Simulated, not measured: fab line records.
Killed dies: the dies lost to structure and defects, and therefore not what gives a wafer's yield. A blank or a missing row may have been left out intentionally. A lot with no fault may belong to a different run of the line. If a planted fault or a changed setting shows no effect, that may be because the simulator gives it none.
fab line records	flow berkeley_cmos170
record lots=14	wafers=42	last_day=12
route steps=331 shown V2@292 M3@311
lots that met no fault: from a run of the same line without faults
start_h: start of the lot's first displayed wafer, in hours after the record's first day	wait_h: time in hours since the lot's previous step	" repeats the value in the row above	L1.1+2: a single row standing in for several wafers	- value missing, or start not given	* or withheld: withheld	< > ~ a bound
route shown NAME@n: names a module that has steps shown in the file, with the first one's number in the route	usual: the fault-free wafers' mean and standard deviation	same: alike in all rows	chamber/n: place in a boat	sites: the reading at each site	_std_site: their standard deviation	_edge_site: the outer-site mean with the inner-site mean subtracted	radius_mm: for every site, how far away it sits from the centre of the wafer	mask NAME#n: copy n	behind: the most recent tool/chamber to have shaped the wafer	hold: the reason the lot was held/the length of the hold in hours/how it ended	device: transistor that didn't switch, given as n, p or np	end of line: tests run on the same wafers once the route is complete	where a step has no rows: the recipe by itself	killed: dies that structure and defects cost at the first sort, which is not the same as the wafer's yield	map: shows each die of a wafer: x if killed, . if not, _ if none is there
set.NAME: setting as actually run; set.NAME@STEP: the setting as run at that earlier step	model.NAME: the simulator's own value behind a step, which no gauge read
route steps across a sampled set of lots; one table per step, one row per wafer
services: when a tool's chamber went out of use (start_h, in hours from the record's first day, below 0 if earlier), for how many hours, and the reason
## steps
# step UCB170_V2_CVD_00
# recipe material=SiO2	target_thk_nm=2000	temp_c=390	precursor=TEOS/O2	time_s=250	rf_w=550	pressure_mtorr=9000
# usual heater_power_w=264/52
lot.wafer	tool	chamber	start_h	wait_h	heater_power_w
L810.1	pecvd-01	1	169.74	0.1	309
L810.3	"	2	"	"	280
L810.5	"	1	"	"	220
L813.1	pecvd-02	0	178.47	0.1	248
L813.4	"	0	"	"	301
L813.5	"	2	"	"	187
L812.3	pecvd-01	0	179.73	0.1	272
L812.4	"	1	"	"	314
L812.6	"	0	"	"	337
L811.2	pecvd-04	0	180.79	0.1	273
L811.4	"	0	"	"	205
L811.6	"	1	"	"	333
L815.2	pecvd-02	2	196.78	0.1	253
L815.4	"	1	"	"	299
L815.5	"	2	"	"	185
L816.2	pecvd-01	1	198.09	0.1	282
L816.3	"	2	"	"	264
L816.4	"	0	"	"	239
L820.1	pecvd-01	2	210.51	0.1	285
L820.4	"	1	"	"	304
L820.6	"	2	"	"	195
L819.2	pecvd-02	0	210.92	0.1	249
L819.4	"	1	"	"	287
L819.5	"	2	"	"	270
L817.1	pecvd-01	2	211.42	0.1	265
L817.3	"	0	"	"	274
L817.6	"	0	"	"	332
L828.1	pecvd-01	0	260.35	0.1	351
L828.2	"	2	"	"	241
L828.5	"	2	"	"	194
L829.1	pecvd-02	2	260.47	0.1	267
L829.2	"	1	"	"	371
L829.3	"	0	"	"	265
L831.1	pecvd-01	0	272.75	0.1	328
L831.2	"	1	"	"	272
L831.4	"	0	"	"	251
L832.1	pecvd-01	2	273.87	0.1	268
L832.3	"	1	"	"	280
L832.5	"	0	"	"	241
L833.1	pecvd-04	0	281.55	0.1	260
L833.3	"	2	"	"	189
L833.5	"	1	"	"	247
# step UCB170_V2_BOW_MEAS_03
# recipe mode=bow
# usual V2_BOW=37/7.2
lot.wafer	tool	chamber	start_h	wait_h	V2_BOW[um]
L810.1	film_metro-01	-	170.26	0.1	30
L810.3	"	-	"	"	38
L810.5	"	-	"	"	35
L813.1	film_metro-04	-	178.98	0.1	23
L813.4	"	-	"	"	34
L813.5	"	-	"	"	40
L812.3	film_metro-02	-	180.29	0.2	40
L812.4	"	-	"	"	52
L812.6	"	-	"	"	44
L811.2	film_metro-01	-	181.40	0.1	34
L811.4	"	-	"	"	48
L811.6	"	-	"	"	42
L815.2	film_metro-01	-	197.32	0.2	40
L815.4	"	-	"	"	22
L815.5	"	-	"	"	31
L816.2	film_metro-01	-	198.63	0.1	33
L816.3	"	-	"	"	34
L816.4	"	-	"	"	25
L820.1	film_metro-02	-	211.02	0.2	43
L820.4	"	-	"	"	32
L820.6	"	-	"	"	39
L819.2	film_metro-01	-	211.46	0.2	35
L819.4	"	-	"	"	36
L819.5	"	-	"	"	47
L817.1	film_metro-01	-	211.94	0.2	47
L817.3	"	-	"	"	33
L817.6	"	-	"	"	30
L828.1	film_metro-01	-	260.87	0.1	46
L828.2	"	-	"	"	38
L828.5	"	-	"	"	40
L829.1	film_metro-04	-	260.99	0.2	34
L829.2	"	-	"	"	32
L829.3	"	-	"	"	42
L831.1	film_metro-01	-	273.27	0.1	41
L831.2	"	-	"	"	26
L831.4	"	-	"	"	24
L832.1	film_metro-01	-	274.39	0.1	30
L832.3	"	-	"	"	48
L832.5	"	-	"	"	44
L833.1	film_metro-02	-	282.06	0.1	40
L833.3	"	-	"	"	46
L833.5	"	-	"	"	31
# step UCB170_V2_ETCH_14
# recipe chemistry=CHF3/CF4/Ar	target=SiO2	stop_on=Al	CHF3_flow_sccm=45	cf4_flow_sccm=15	Ar_flow_sccm=150	pressure_mtorr=200	rf_w=700	target_depth_a=12500	over_etch_frac=0.25	time_s=291
# usual drypump_motor_current_A=5.7/0.51	oes_product_au=0.868/0.016	over_etch_frac=0.25/0	throttle_valve_pct=6.94/0.11
lot.wafer	tool	chamber	start_h	wait_h	drypump_motor_current_A	oes_product_au	over_etch_frac	rf_hours_counter_h	throttle_valve_pct
L810.1	rie_diel-01	2	171.72	0.0	6.1	0.849	0.25	125	6.82
L810.3	"	1	"	"	5.3	0.877	0.25	139	6.78
L810.5	"	1	"	"	5.3	0.875	0.25	-	6.78
L813.1	rie_diel-04	1	180.94	0.0	6.4	0.875	0.25	89	6.93
L813.4	"	0	"	"	5.1	0.878	0.25	5	6.98
L813.5	"	2	"	"	5.0	0.880	0.25	-	6.99
L812.3	rie_diel-03	0	182.22	0.0	5.2	0.872	0.25	14	6.86
L812.4	"	0	"	"	5.2	0.883	0.25	-	6.88
L812.6	"	2	"	"	6.1	0.902	0.25	-	6.76
L811.2	rie_diel-01	2	183.76	0.0	6.1	0.843	0.25	125	6.85
L811.4	"	3	"	"	5.9	0.853	0.25	77	7.00
L811.6	"	2	"	"	6.1	0.841	0.25	-	6.84
L815.2	rie_diel-04	1	198.67	0.0	6.3	0.881	0.25	90	6.92
L815.4	"	3	"	"	5.4	0.855	0.25	95	7.20
L815.5	"	0	"	"	5.1	0.881	0.25	-	6.97
L816.2	rie_diel-04	0	200.10	0.0	5.1	0.880	0.25	6	7.00
L816.3	"	2	"	"	5.0	0.879	0.25	60	7.00
L816.4	"	1	"	"	6.4	0.874	0.25	90	6.92
L820.1	rie_diel-04	1	212.52	0.0	6.4	0.828	0.40933	91	6.90
L820.4	"	0	"	"	5.1	0.823	0.40933	7	6.95
L820.6	"	1	"	"	6.4	0.823	0.40933	-	6.90
L819.2	rie_diel-01	3	212.93	0.0	5.9	0.853	0.25	79	6.99
L819.4	"	2	"	"	6.1	0.840	0.25	-	6.84
L819.5	"	3	"	"	6.0	0.845	0.25	-	6.99
L817.1	rie_diel-04	2	213.44	0.0	5.0	0.818	0.40933	60	7.00
L817.3	"	3	"	"	5.4	0.809	0.40933	96	7.20
L817.6	"	1	"	"	6.4	0.825	0.40933	-	6.92
L828.1	rie_diel-03	1	262.25	0.0	6.3	0.842	0.25	45	6.80
L828.2	"	2	"	"	6.1	0.895	0.25	70	6.78
L828.5	"	2	"	"	6.1	0.889	0.25	-	6.78
L829.1	rie_diel-01	3	262.89	0.0	5.9	0.854	0.25	82	6.99
L829.2	"	2	"	"	6.0	0.839	0.25	129	6.83
L829.3	"	0	"	"	6.6	0.877	0.25	1	6.99
L831.1	rie_diel-03	1	274.78	0.0	6.3	0.847	0.25	45	6.79
L831.2	"	3	"	"	5.6	0.863	0.25	124	6.98
L831.4	"	0	"	"	5.2	0.883	0.25	19	6.87
L832.1	rie_diel-01	3	275.83	0.0	5.9	0.850	0.25	83	6.98
L832.3	"	2	"	"	6.1	0.850	0.25	129	6.83
L832.5	"	0	"	"	6.5	0.876	0.25	-	7.00
L833.1	rie_diel-01	0	284.06	0.0	6.6	0.873	0.25	3	6.99
L833.3	"	3	"	"	6.0	0.850	0.25	83	6.98
L833.5	"	2	"	"	6.0	0.842	0.25	-	6.84
# step UCB170_V2_STRIP_15
# recipe chemistry=O2	power_w=400	pressure_mtorr=3500	platen_temp_c=withheld	o2_flow_sccm=400	overash_fraction=0.5
# usual drypump_motor_current_A=5.9/0.55	oes_product_au=0.721/0.0047	strip_time_to_endpoint_s=15.36/0.12
lot.wafer	tool	chamber	start_h	wait_h	drypump_motor_current_A	oes_product_au	rf_hours_counter_h	strip_time_to_endpoint_s
L810.1	plasma_asher-01	0	171.89	0.1	5.5	0.733	46	15.39
L810.3	"	1	"	"	5.9	0.723	-	15.31
L810.5	"	1	"	"	5.8	0.710	-	15.42
L813.1	plasma_asher-01	1	181.12	0.1	5.8	0.719	47	15.35
L813.4	"	0	"	"	5.6	0.715	-	15.62
L813.5	"	1	"	"	5.9	0.722	-	15.25
L812.3	plasma_asher-02	1	182.43	0.1	5.0	0.721	-	15.56
L812.4	"	0	"	"	6.2	0.716	-	15.56
L812.6	"	0	"	"	6.2	0.728	-	15.19
L811.2	plasma_asher-03	0	183.94	0.1	6.6	0.715	44	15.29
L811.4	"	1	"	"	5.9	0.717	-	15.42
L811.6	"	1	"	"	5.9	0.725	-	15.16
L815.2	plasma_asher-03	0	198.85	0.1	6.6	0.726	46	15.30
L815.4	"	0	"	"	6.6	0.724	-	15.39
L815.5	"	0	"	"	6.6	0.720	-	15.48
L816.2	plasma_asher-03	0	200.28	0.1	6.7	0.732	46	15.40
L816.3	"	0	"	"	6.6	0.718	-	15.15
L816.4	"	1	"	"	6.0	0.721	-	15.32
L820.1	plasma_asher-03	0	212.69	0.1	6.6	0.721	48	14.57
L820.4	"	0	"	"	6.6	0.717	-	14.69
L820.6	"	1	"	"	6.0	0.733	-	14.44
L819.2	plasma_asher-02	0	213.20	0.2	6.2	0.722	11	15.45
L819.4	"	1	"	"	5.0	0.723	-	15.38
L819.5	"	0	"	"	6.2	0.726	-	15.38
L817.1	plasma_asher-03	0	213.62	0.1	6.6	0.722	48	14.48
L817.3	"	0	"	"	6.6	0.712	-	14.63
L817.6	"	1	"	"	6.0	0.718	-	14.61
L828.1	plasma_asher-02	0	262.43	0.1	6.2	0.722	17	15.28
L828.2	"	1	"	"	5.0	0.719	17	15.13
L828.5	"	0	"	"	6.1	0.722	-	15.15
L829.1	plasma_asher-02	1	263.07	0.1	5.0	0.722	17	15.42
L829.2	"	0	"	"	6.2	0.724	17	15.38
L829.3	"	1	"	"	5.0	0.717	-	15.47
L831.1	plasma_asher-01	0	274.95	0.1	5.6	0.724	59	15.34
L831.2	"	1	"	"	5.9	0.722	59	15.45
L831.4	"	0	"	"	5.6	0.714	-	15.42
L832.1	plasma_asher-03	1	276.01	0.1	6.0	0.728	54	15.52
L832.3	"	0	"	"	6.6	0.731	-	15.39
L832.5	"	1	"	"	6.0	0.727	-	15.32
L833.1	plasma_asher-03	0	284.24	0.1	6.6	0.729	55	15.41
L833.3	"	1	"	"	5.9	0.724	-	15.56
L833.5	"	1	"	"	6.0	0.722	-	15.37
# step UCB170_M3_RS_MEAS_02
# recipe thk_meas_gauge=four-point-probe	reads=Al_of_M3_SPUTTER_01
# usual M3_AL_RS=0.03214/0.00029
lot.wafer	tool	chamber	start_h	wait_h	M3_AL_RS[ohm/sq]
L810.1	film_metro-02	-	172.26	0.0	0.03207
L810.3	"	-	"	"	0.03274
L810.5	"	-	"	"	0.03229
L813.1	film_metro-03	-	181.49	0.0	0.03233
L813.4	"	-	"	"	0.03269
L813.5	"	-	"	"	0.03229
L812.3	film_metro-02	-	182.81	0.1	0.0319
L812.4	"	-	"	"	0.03249
L812.6	"	-	"	"	0.03197
L811.2	film_metro-03	-	184.33	0.1	0.03193
L811.4	"	-	"	"	0.03233
L811.6	"	-	"	"	0.03214
L815.2	film_metro-04	-	199.24	0.1	0.03258
L815.4	"	-	"	"	0.0321
L815.5	"	-	"	"	0.03228
L816.2	film_metro-02	-	200.67	0.1	0.03218
L816.3	"	-	"	"	0.0321
L816.4	"	-	"	"	0.03218
L820.1	film_metro-04	-	213.06	0.0	0.03233
L820.4	"	-	"	"	0.03177
L820.6	"	-	"	"	0.0318
L819.2	film_metro-03	-	213.59	0.1	0.03233
L819.4	"	-	"	"	0.03217
L819.5	"	-	"	"	0.03207
L817.1	film_metro-04	-	213.99	0.0	0.03146
L817.3	"	-	"	"	0.03168
L817.6	"	-	"	"	0.0318
L828.1	film_metro-04	-	262.80	0.0	0.03178
L828.2	"	-	"	"	0.03221
L828.5	"	-	"	"	0.03208
L829.1	film_metro-03	-	263.44	0.0	0.0323
L829.2	"	-	"	"	0.03253
L829.3	"	-	"	"	0.03243
L831.1	film_metro-03	-	275.32	0.0	0.03177
L831.2	"	-	"	"	0.03206
L831.4	"	-	"	"	0.03219
L832.1	film_metro-04	-	276.38	0.0	0.03212
L832.3	"	-	"	"	0.03194
L832.5	"	-	"	"	0.03226
L833.1	film_metro-03	-	284.61	0.0	0.03215
L833.3	"	-	"	"	0.03229
L833.5	"	-	"	"	0.03235
## services
tool	chamber	start_h	hours	kind
pecvd-02	0	149.50	-	clean
pecvd-02	1	149.50	-	clean
pecvd-02	2	149.50	-	clean
pecvd-04	2	172.93	11.8	repair
rie_diel-04	3	174.28	3.3	repair
rie_diel-03	1	181.93	5.6	repair
rie_diel-01	1	188.03	9.4	repair
rie_diel-01	2	191.05	14.4	repair
plasma_asher-01	-	199.44	0.4	repair
rie_diel-01	1	206.89	10.9	repair
rie_diel-01	0	208.76	4.3	repair
plasma_asher-01	-	213.65	0.5	repair
rie_diel-01	0	217.74	-	clean
rie_diel-01	0	217.74	25.3	scheduled_down
rie_diel-01	0	217.74	25.3	vent_cycle
rie_diel-01	-	225.92	2.8	pm
pecvd-04	-	238.38	2.9	repair
rie_diel-01	1	243.08	-	clean
rie_diel-01	1	243.08	33.9	scheduled_down
rie_diel-01	1	243.08	33.9	vent_cycle
pecvd-04	-	244.92	28.3	repair
plasma_asher-03	-	246.54	13.5	repair
rie_diel-04	0	247.03	5.3	repair
rie_diel-03	3	269.97	4.8	repair
## key
first_sign step=UCB170_V2_ETCH_14	reading=over_etch_frac	direction=up	sigmas=99+	usual=0.25	struck=0.40933
effect step=UCB170_V2_ETCH_14	reading=oes_product_au	direction=down	sigmas=2.9	usual=0.868	struck=0.821
effect step=UCB170_V2_STRIP_15	reading=strip_time_to_endpoint_s	direction=down	sigmas=6.5	usual=*	struck=*
met_at UCB170_V2_ETCH_14
struck_lots L817,L820
not_acting_at UCB170_V2_CVD_00,UCB170_V2_BOW_MEAS_03,UCB170_M3_RS_MEAS_02
onset_between 200.10 212.52
fault kind=process_parameter_drift	tool=rie_diel-04	chamber=-	onset_h=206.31	steps=UCB170_V2_ETCH_14	channel=over_etch_frac	offset=0.15933	shape=step	end_h=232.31	acts_in=these_recipes_only	stated=0.25
